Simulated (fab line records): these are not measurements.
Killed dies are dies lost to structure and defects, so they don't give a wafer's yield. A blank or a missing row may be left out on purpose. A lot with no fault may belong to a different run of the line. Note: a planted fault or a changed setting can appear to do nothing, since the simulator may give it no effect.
fab line records + flow ritCmos
[record]
- lots = 6
- wafers = 18
- lastDay = 8
route steps=202 shown PRETRO@69 GATE@75 FOX2@80 M1@202
lots with no fault: from the same line, run without faults
startH: the number of hours between the record's first day and the start of the first shown wafer of the lot + waitH: hours from the lot's prior step to this one + " repeats the value in the row above + L1.1+2: a row that stands for several wafers + - no value, or no start given + * or withheld: withheld + < > ~ a bound
route shown NAME@n: NAME is a module with steps in the file, n the number in the route of the first one + usual: mean and standard deviation over wafers with no fault + same: alike in all rows + chamber/n: place in a boat + sites: the reading at each site + _std_site: standard deviation of those values + _edge_site: the outer-site mean with the inner-site mean subtracted + radiusMm: for every site, how far away it sits from the centre of the wafer + mask NAME#n: copy n + behind: tool/chamber where the wafer was last shaped + hold: cause of the lot's hold/its duration in hours/its outcome + device: which transistor (n, p or np) failed to switch + end of line: tests run on the same wafers once the route is complete + a step with no rows: only its recipe + killed: dies lost to structure and defects at the first sort, not the wafer's yield + map: a wafer's dies, x killed, . not, _ none there
set.NAME: the setting as run; set.NAME@STEP: as run at that earlier step + model.NAME: the simulator's own value behind a step, which no gauge read
lots seen at some steps along the route; tables by step, rows by wafer
services: a tool's chamber out of use, with start hour (startH, from the record's first day; less than 0 if before it), hours out, and reason
[[steps]]
[step RIT_PRETRO_DEVELOP_05]
[recipe]
- resist = NOVOLAK
- developTimeS = 68
- devTempC = 23
[step RIT_PRETRO_OVL_MEAS_06]
[usual]
- PRETRO_OVL = 0.3/1.5
| lot.wafer | tool       | chamber | startH | waitH | PRETRO_OVL[nm] |
|-----------|------------|---------|--------|-------|----------------|
| L969.2    | overlay-01 | -       | 35.94  | -     | 0.8            |
| L969.4    | "          | -       | "      | "     | -0.1           |
| L969.5    | "          | -       | "      | "     | 0.1            |
| L973.1    | overlay-02 | -       | 56.12  | -     | -0.5           |
| L973.2    | "          | -       | "      | "     | -0.1           |
| L973.6    | "          | -       | "      | "     | 0.0            |
| L982.3    | overlay-02 | -       | 101.46 | -     | -1.7           |
| L982.4    | "          | -       | "      | "     | -1.9           |
| L982.6    | "          | -       | "      | "     | -0.3           |
| L984.1    | overlay-01 | -       | 112.33 | -     | 4.9            |
| L984.2    | "          | -       | "      | "     | 4.2            |
| L984.6    | "          | -       | "      | "     | 3.3            |
| L987.2    | overlay-01 | -       | 126.65 | -     | 1.9            |
| L987.3    | "          | -       | "      | "     | 1.2            |
| L987.5    | "          | -       | "      | "     | 1.3            |
| L991.1    | overlay-02 | -       | 150.16 | -     | -1.6           |
| L991.2    | "          | -       | "      | "     | 0.4            |
| L991.5    | "          | -       | "      | "     | 0.1            |
[step RIT_PRETRO_HARDBAKE_07]
[recipe]
- resist = NOVOLAK
- tempC = 140
- timeS = 120
[step RIT_PRETRO_IMPLANT_08]
[recipe]
- species = B
- energyKev = 45.61
- doseCm2 = 1.2e+13
- tiltDeg = 7
[step RIT_PRETRO_STRIP_09]
[recipe]
- chemistry = O2
- timeS = 180
- resist = NOVOLAK
- platenTempC = withheld
- powerW = 500
- pressureMtorr = 4000
- o2FlowSccm = 4000
[usual]
- drypumpMotorCurrentA = 5.5/0.41
| lot.wafer | tool           | chamber | startH | waitH | drypumpMotorCurrentA | rfHoursCounterH |
|-----------|----------------|---------|--------|-------|----------------------|-----------------|
| L969.2    | plasmaAsher-04 | 1       | 36.37  | 0.1   | 6.3                  | 42              |
| L969.4    | "              | 0       | "      | "     | 5.5                  | -               |
| L969.5    | "              | 1       | "      | "     | 6.3                  | -               |
| L973.1    | plasmaAsher-02 | 0       | 56.56  | 0.1   | 5.2                  | 43              |
| L973.2    | "              | 1       | "      | "     | 5.2                  | 43              |
| L973.6    | "              | 1       | "      | "     | 5.2                  | -               |
| L982.3    | plasmaAsher-01 | 0       | 101.95 | 0.1   | 5.3                  | -               |
| L982.4    | "              | 1       | "      | "     | 5.2                  | -               |
| L982.6    | "              | 1       | "      | "     | 5.2                  | -               |
| L984.1    | plasmaAsher-04 | 0       | 112.77 | 0.1   | 5.5                  | 49              |
| L984.2    | "              | 1       | "      | "     | 6.3                  | 49              |
| L984.6    | "              | 0       | "      | "     | 5.6                  | -               |
| L987.2    | plasmaAsher-01 | 0       | 127.08 | 0.1   | 5.3                  | 1               |
| L987.3    | "              | 0       | "      | "     | 5.3                  | -               |
| L987.5    | "              | 1       | "      | "     | 5.2                  | -               |
| L991.1    | plasmaAsher-02 | 1       | 150.60 | 0.1   | 5.1                  | 53              |
| L991.2    | "              | 0       | "      | "     | 5.2                  | 53              |
| L991.5    | "              | 0       | "      | "     | 5.2                  | -               |
[step RIT_PRETRO_TW_MEAS_10]
[usual]
- PRETRO_TW = 473.1/2.7
| lot.wafer | tool         | chamber | startH | waitH | PRETRO_TW |
|-----------|--------------|---------|--------|-------|-----------|
| L969.2    | filmMetro-02 | -       | 36.55  | 0.1   | 474.8     |
| L969.4    | "            | -       | "      | "     | 476.1     |
| L969.5    | "            | -       | "      | "     | 476.4     |
| L973.1    | filmMetro-03 | -       | 56.73  | 0.1   | 472.5     |
| L973.2    | "            | -       | "      | "     | 473.8     |
| L973.6    | "            | -       | "      | "     | 475.5     |
| L982.3    | filmMetro-04 | -       | 102.08 | 0.1   | 471.3     |
| L982.4    | "            | -       | "      | "     | 470.1     |
| L982.6    | "            | -       | "      | "     | 473.6     |
| L984.1    | filmMetro-04 | -       | 112.94 | 0.1   | 470.2     |
| L984.2    | "            | -       | "      | "     | 466.7     |
| L984.6    | "            | -       | "      | "     | 470.8     |
| L987.2    | filmMetro-03 | -       | 127.27 | 0.1   | 471.8     |
| L987.3    | "            | -       | "      | "     | 471.5     |
| L987.5    | "            | -       | "      | "     | 473.0     |
| L991.1    | filmMetro-03 | -       | 150.77 | 0.1   | 474.1     |
| L991.2    | "            | -       | "      | "     | 471.5     |
| L991.5    | "            | -       | "      | "     | 474.8     |
[step RIT_GATE_WET_ETCH_00]
[recipe]
- chemistry = BOE
- target = SiO2
- targetDepthNm = 56
- timeS = 60
- dry = n2Spin
- dilution = 10:1
- tempC = 21.5
[step RIT_GATE_CLEAN_01]
[recipe]
- chemistry = SC1
- mix = 3:3:50
- timeS = 600
- tempC = 75
[step RIT_GATE_CLEAN_02]
[recipe]
- chemistry = dHF
- dilution = 50:1
- timeS = 30
[step RIT_GATE_CLEAN_03]
[recipe]
- chemistry = SC2
- mix = 3:3:50
- timeS = 600
- tempC = 75
- dry = n2Spin
[step RIT_GATE_CLEAN_04]
[recipe]
- chemistry = dHF
- dilution = 50:1
- timeS = 60
- dry = n2Spin
[step RIT_FOX2_THK_MEAS_91]
[recipe]
- reads = SiO2_of_FOX2_OXIDATION_00
[usual]
- FIELD_OXIDE_LEFT_2_THK = 255/7.2
| lot.wafer | tool         | chamber | startH | waitH | FIELD_OXIDE_LEFT_2_THK[nm] |
|-----------|--------------|---------|--------|-------|----------------------------|
| L969.2    | filmMetro-01 | -       | 37.05  | 0.0   | 247                        |
| L969.4    | "            | -       | "      | "     | 249                        |
| L969.5    | "            | -       | "      | "     | 250                        |
| L973.1    | filmMetro-01 | -       | 57.28  | 0.0   | 267                        |
| L973.2    | "            | -       | "      | "     | 266                        |
| L973.6    | "            | -       | "      | "     | 262                        |
| L982.3    | filmMetro-03 | -       | 102.59 | 0.0   | 264                        |
| L982.4    | "            | -       | "      | "     | 259                        |
| L982.6    | "            | -       | "      | "     | 263                        |
| L984.1    | filmMetro-01 | -       | 113.48 | 0.0   | 264                        |
| L984.2    | "            | -       | "      | "     | 267                        |
| L984.6    | "            | -       | "      | "     | 261                        |
| L987.2    | filmMetro-03 | -       | 127.76 | 0.0   | 249                        |
| L987.3    | "            | -       | "      | "     | 251                        |
| L987.5    | "            | -       | "      | "     | 251                        |
| L991.1    | filmMetro-03 | -       | 151.30 | 0.0   | 263                        |
| L991.2    | "            | -       | "      | "     | 261                        |
| L991.5    | "            | -       | "      | "     | 263                        |
[step RIT_GATE_OXIDATION_05]
[recipe]
- tempC = 900
- ambient = O2
- targetThkA = 30
- oxTimeS = 270
[usual]
- oxTempCMax = 903.7/0.73
- oxTimeS = 270/0
- tube_center_temp_C_max = 902.3/0.37
| lot.wafer | tool       | chamber | startH | waitH | oxTempCMax | oxTimeS | tube_center_temp_C_max | model.SiO2_of_GATE_OXIDATION_05.thkNm |
|-----------|------------|---------|--------|-------|------------|---------|------------------------|---------------------------------------|
| L969.2    | furnace-01 | 0       | 37.10  | 0.0   | 903.9      | 270     | 902.4                  | 3.023                                 |
| L969.4    | "          | 0       | "      | "     | 903.1      | 270     | 902.7                  | 3.042                                 |
| L969.5    | "          | 0       | "      | "     | 903.7      | 270     | 901.9                  | 3.065                                 |
| L973.1    | furnace-02 | 0       | 57.56  | 0.3   | 904.1      | 270     | 902.4                  | 2.989                                 |
| L973.2    | "          | 0       | "      | "     | 902.6      | 270     | 902.2                  | 2.974                                 |
| L973.6    | "          | 0       | "      | "     | 903.6      | 270     | 902.0                  | 2.978                                 |
| L982.3    | furnace-02 | 0       | 102.63 | 0.0   | 903.5      | 391.5   | 902.9                  | 4.021                                 |
| L982.4    | "          | 0       | "      | "     | 903.9      | 391.5   | 902.2                  | 3.959                                 |
| L982.6    | "          | 0       | "      | "     | 903.3      | 391.5   | 902.5                  | 4.038                                 |
| L984.1    | furnace-04 | 0       | 113.54 | 0.1   | 905.3      | 270     | 902.3                  | 2.896                                 |
| L984.2    | "          | 0       | "      | "     | 904.4      | 270     | 902.5                  | 2.925                                 |
| L984.6    | "          | 0       | "      | "     | 903.1      | 270     | 901.9                  | 2.969                                 |
| L987.2    | furnace-02 | 0       | 127.81 | 0.0   | 903.8      | 391.5   | 902.9                  | 4.104                                 |
| L987.3    | "          | 0       | "      | "     | 904.1      | 391.5   | 901.9                  | 4.015                                 |
| L987.5    | "          | 0       | "      | "     | 903.0      | 391.5   | 902.0                  | 4.034                                 |
| L991.1    | furnace-01 | 0       | 152.33 | 1.0   | 903.6      | 270     | 902.0                  | 3.001                                 |
| L991.2    | "          | 0       | "      | "     | 903.5      | 270     | 902.2                  | 2.985                                 |
| L991.5    | "          | 0       | "      | "     | 902.7      | 270     | 901.7                  | 2.989                                 |
[step RIT_GATE_ANNEAL_06]
[recipe]
- tempC = 900
- timeS = 600
- ambient = N2O
[step RIT_GATE_THK_MEAS_07]
[recipe]
- reads = SiO2_of_GATE_OXIDATION_05
[usual]
- GATE_OXIDE_THK = 3.00/0.054
| lot.wafer | tool         | chamber | startH | waitH | GATE_OXIDE_THK[nm] |
|-----------|--------------|---------|--------|-------|--------------------|
| L969.2    | filmMetro-04 | -       | 38.43  | 0.0   | 3.02               |
| L969.4    | "            | -       | "      | "     | 3.03               |
| L969.5    | "            | -       | "      | "     | 3.09               |
| L973.1    | filmMetro-03 | -       | 58.89  | 0.0   | 3.00               |
| L973.2    | "            | -       | "      | "     | 2.95               |
| L973.6    | "            | -       | "      | "     | 2.95               |
| L982.3    | filmMetro-01 | -       | 103.97 | 0.0   | 3.97               |
| L982.4    | "            | -       | "      | "     | 3.93               |
| L982.6    | "            | -       | "      | "     | 4.02               |
| L984.1    | filmMetro-01 | -       | 114.86 | 0.0   | 2.88               |
| L984.2    | "            | -       | "      | "     | 2.92               |
| L984.6    | "            | -       | "      | "     | 3.02               |
| L987.2    | filmMetro-01 | -       | 129.15 | 0.0   | 4.05               |
| L987.3    | "            | -       | "      | "     | 4.05               |
| L987.5    | "            | -       | "      | "     | 4.03               |
| L991.1    | filmMetro-01 | -       | 153.65 | 0.0   | 3.02               |
| L991.2    | "            | -       | "      | "     | 2.98               |
| L991.5    | "            | -       | "      | "     | 2.95               |
[step RIT_GATE_CVD_08]
[recipe]
- material = poly-Si
- targetThkNm = 250
- tempC = 610
- precursor = SiH4
- timeS = 2220
- pressureMtorr = 300
- sih4FlowSccm = 97.58
[step RIT_M1_PROBE_99]
[usual]
- killedAtFrontEnd = 6.3/3
- killedDies = 6.4/3
- killedOpen = 3/1.9
- killedShort = 3.4/1.9
[same]
- grossDies = 264
- killed_at_M0_to_M3 = 0
- killed_at_M4_up = 0
- killedAtBackSide = 0
- killedAtContacts = 0
- killedAtOther = 0
| lot.wafer | tool      | chamber | startH | waitH | killedAtFrontEnd | killedDies | killedOpen | killedShort | model.etest.pmos_0p3.rOnOhmUm | model.etest.pmosTurned.rOnOhmUm | model.etest.pmos_0p15.rOnOhmUm | model.etest.nmos_0p3.rOnOhmUm | model.etest.nmos_0p15.rOnOhmUm | model.etest.nmos_0p15.driveUaUm | model.etest.nmosNarrow.driveUaUm | model.etest.nmos_0p3.driveUaUm |
|-----------|-----------|---------|--------|-------|------------------|------------|------------|-------------|-------------------------------|---------------------------------|--------------------------------|-------------------------------|--------------------------------|---------------------------------|----------------------------------|--------------------------------|
| L969.2    | prober-02 | -       | 61.57  | 0.1   | 3                | 3          | 1          | 2           | 6374                          | 3438                            | 2784                           | 2211                          | 1184                           | 465.7                           | 223.4                            | 223.6                          |
| L969.4    | prober-02 | -       | 61.67  | 0.2   | 3                | 3          | 2          | 1           | 6301                          | 3383                            | 2737                           | 2169                          | 1122                           | 461.9                           | 220.2                            | 220.9                          |
| L969.5    | prober-02 | -       | 61.72  | 0.2   | 4                | 4          | 1          | 3           | 6354                          | 3347                            | 2722                           | 2196                          | 1141                           | 465.8                           | 219.9                            | 220.4                          |
| L973.1    | prober-02 | -       | 83.19  | 0.1   | 3                | 3          | 1          | 2           | 6232                          | 3316                            | 2741                           | 2182                          | 1134                           | 470.6                           | 217.1                            | 222.9                          |
| L973.2    | prober-02 | -       | 83.24  | 0.1   | 8                | 8          | 2          | 6           | 6110                          | 3222                            | 2632                           | 2102                          | 1107                           | 471.4                           | 221.5                            | 228.6                          |
| L973.6    | prober-02 | -       | 83.44  | 0.2   | 5                | 5          | 2          | 3           | 6165                          | 3228                            | 2651                           | 2142                          | 1102                           | 473.4                           | 219.4                            | 224.4                          |
| L982.3    | prober-01 | -       | 127.98 | 0.2   | 2                | 2          | 1          | 1           | 8025                          | 4028                            | 3267                           | 2656                          | 1298                           | 354.4                           | 147.9                            | 151.1                          |
| L982.4    | prober-01 | -       | 128.03 | 0.2   | 5                | 5          | 3          | 2           | 7848                          | 4008                            | 3302                           | 2606                          | 1278                           | 352.2                           | 149.2                            | 155.6                          |
| L982.6    | prober-01 | -       | 128.13 | 0.2   | 6                | 6          | 3          | 3           | 8031                          | 4066                            | 3314                           | 2687                          | 1302                           | 351.3                           | 148.3                            | 152.4                          |
| L984.1    | prober-01 | -       | 142.29 | 0.1   | 7                | 7          | 2          | 5           | 6454                          | 3821                            | 3012                           | 2123                          | 1140                           | 470.6                           | 226.6                            | 233.5                          |
| L984.2    | prober-01 | -       | 142.34 | 0.1   | 6                | 6          | 4          | 2           | 6494                          | 3819                            | 3027                           | 2150                          | 1148                           | 463.9                           | 228.1                            | 231.9                          |
| L984.6    | prober-01 | -       | 142.54 | 0.2   | 8                | 8          | 6          | 2           | 6532                          | 3738                            | 2985                           | 2159                          | 1134                           | 469.3                           | 226.2                            | 228.7                          |
| L987.2    | prober-02 | -       | 159.64 | 0.1   | 10               | 10         | 3          | 7           | 8339                          | 4103                            | 3353                           | 2793                          | 1301                           | 359.6                           | 140.4                            | 144                            |
| L987.3    | prober-02 | -       | 159.69 | 0.2   | 6                | 6          | 4          | 2           | 8104                          | 3967                            | 3202                           | 2702                          | 1243                           | 378.5                           | 146.1                            | 150.2                          |
| L987.5    | prober-02 | -       | 159.79 | 0.2   | 0                | 0          | 0          | 0           | 8011                          | 3911                            | 3136                           | 2670                          | 1242                           | 378.9                           | 143.3                            | 148.3                          |
| L991.1    | prober-02 | -       | 186.43 | 0.1   | 8                | 8          | 2          | 6           | 6422                          | 3597                            | 2924                           | 2143                          | 1145                           | 460                             | 229.2                            | 226.5                          |
| L991.2    | prober-02 | -       | 186.48 | 0.1   | 5                | 5          | 1          | 4           | 6298                          | 3528                            | 2848                           | 2122                          | 1137                           | 467.1                           | 230.4                            | 231.5                          |
| L991.5    | prober-02 | -       | 186.63 | 0.2   | 6                | 6          | 1          | 5           | 6394                          | 3621                            | 2920                           | 2138                          | 1142                           | 460.8                           | 229.1                            | 229.7                          |
// killed by level:class
L969.2 FOX2:geometricParticle:open=1 FOX2:geometricParticle:short=1 REOX:geometricParticle:short=1
L969.4 ACTIVE:geometricParticle:short=1 FOX1:geometricParticle:open=1 GATE:geometricParticle:open=1
L969.5 FOX2:geometricParticle:short=1 GATE:geometricParticle:short=1 REOX:geometricParticle:short=1 REOX:geometricParticle:open=1
L973.1 GATE:geometricParticle:short=1 REOX:geometricParticle:open=1 SPACER:geometricParticle:short=1
L973.2 GATE:geometricParticle:short=3 REOX:geometricParticle:short=2 GATE:geometricParticle:open=1 SPACER:geometricParticle:open=1 SPACER:geometricParticle:short=1
L973.6 FOX1:geometricParticle:open=1 FOX2:geometricParticle:short=1 GATE:geometricParticle:short=1 REOX:geometricParticle:open=1 REOX:geometricParticle:short=1
L982.3 REOX:geometricParticle:short=1 REOX:geometricParticle:open=1
L982.4 FOX1:geometricParticle:open=2 FOX1:geometricParticle:short=1 GATE:geometricParticle:short=1 SPACER:geometricParticle:open=1
L982.6 SPACER:geometricParticle:open=2 SPACER:geometricParticle:short=2 GATE:geometricParticle:short=1 REOX:geometricParticle:open=1
L984.1 REOX:geometricParticle:short=2 REOX:geometricParticle:open=2 FOX1:geometricParticle:short=1 GATE:geometricParticle:short=1 SILICIDE:geometricParticle:short=1
L984.2 GATE:geometricParticle:open=3 REOX:geometricParticle:short=2 REOX:geometricParticle:open=1
L984.6 FOX1:geometricParticle:open=2 FOX2:geometricParticle:open=2 FOX2:geometricParticle:short=1 GATE:geometricParticle:short=1 GATE:geometricParticle:open=1 SPACER:geometricParticle:open=1
L987.2 GATE:geometricParticle:short=5 FOX1:geometricParticle:open=1 FOX2:geometricParticle:short=1 FOX2:geometricParticle:open=1 GATE:geometricParticle:open=1 SILICIDE:geometricParticle:short=1
L987.3 GATE:geometricParticle:open=2 SILICIDE:geometricParticle:open=2 FOX1:geometricParticle:short=1 SILICIDE:geometricParticle:short=1
L987.5
L991.1 REOX:geometricParticle:short=4 REOX:geometricParticle:open=2 GATE:geometricParticle:short=1 SILICIDE:geometricParticle:short=1
L991.2 SPACER:geometricParticle:short=2 ACTIVE:geometricParticle:short=1 REOX:geometricParticle:open=1 SILICIDE:geometricParticle:short=1
L991.5 REOX:geometricParticle:short=2 SILICIDE:geometricParticle:short=2 GATE:geometricParticle:short=1 REOX:geometricParticle:open=1
[[services]]
| tool           | chamber | startH | hours | kind      |
|----------------|---------|--------|-------|-----------|
| plasmaAsher-02 | -       | 23.58  | 2.8   | pm        |
| furnace-01     | -       | 54.76  | 3.2   | pm        |
| plasmaAsher-04 | -       | 57.82  | 14.6  | pm        |
| plasmaAsher-04 | -       | 74.78  | 2.2   | repair    |
| plasmaAsher-02 | -       | 77.73  | 3.1   | repair    |
| furnace-02     | -       | 97.05  | 3.2   | pm        |
| plasmaAsher-01 | -       | 98.54  | 2.8   | pm        |
| plasmaAsher-01 | -       | 108.75 | 9.0   | pm        |
| plasmaAsher-01 | 0       | 108.75 | 9.5   | ventCycle |
| plasmaAsher-01 | 1       | 108.75 | 9.5   | ventCycle |
| plasmaAsher-01 | -       | 109.09 | 9.1   | repair    |
| plasmaAsher-04 | -       | 114.19 | 2.8   | repair    |
| plasmaAsher-01 | 0       | 117.75 | -     | clean     |
| plasmaAsher-01 | 1       | 117.75 | -     | clean     |
| plasmaAsher-04 | -       | 129.31 | 4.3   | pm        |
| furnace-02     | -       | 132.05 | 2.5   | pm        |
| furnace-04     | -       | 135.60 | 2.5   | pm        |
| furnace-04     | -       | 146.11 | 9.7   | repair    |
[[key]]
[firstSign]
- step = RIT_GATE_OXIDATION_05
- reading = oxTimeS
- direction = up
- sigmas = 99+
- usual = *
- struck = *
[effect]
- step = RIT_GATE_THK_MEAS_07
- reading = GATE_OXIDE_THK
- direction = up
- sigmas = 19
- usual = 3.00
- struck = 4.01
[modelEffect]
- step = RIT_GATE_OXIDATION_05
- value = SiO2_of_GATE_OXIDATION_05.thkNm
- without = 3.043
- struck = 4.029
[modelEffect]
- step = RIT_M1_PROBE_99
- value = etest.pmos_0p3.rOnOhmUm
- without = 6302
- struck = 8060
metAt RIT_GATE_OXIDATION_05
struckWafers L982.3,L982.4,L982.6,L987.2,L987.3,L987.5
testerLeftOut L982,L987
onsetBetween 57.56 102.63
[fault]
- kind = processParameterDrift
- tool = furnace-02
- chamber = -
- onsetH = 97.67
- steps = RIT_GATE_OXIDATION_05
- channel = oxTimeS
- offset = *
- shape = step
- endH = 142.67
- actsIn = *
- stated = *
// testerLeftOut: of these lots the tester's yield and bins aren't shown, on N5 and GAA mostly nor the transistor test; their killed dies are dies lost to structure and defects alone, not to doping, threshold or leakage, so they don't give the yield
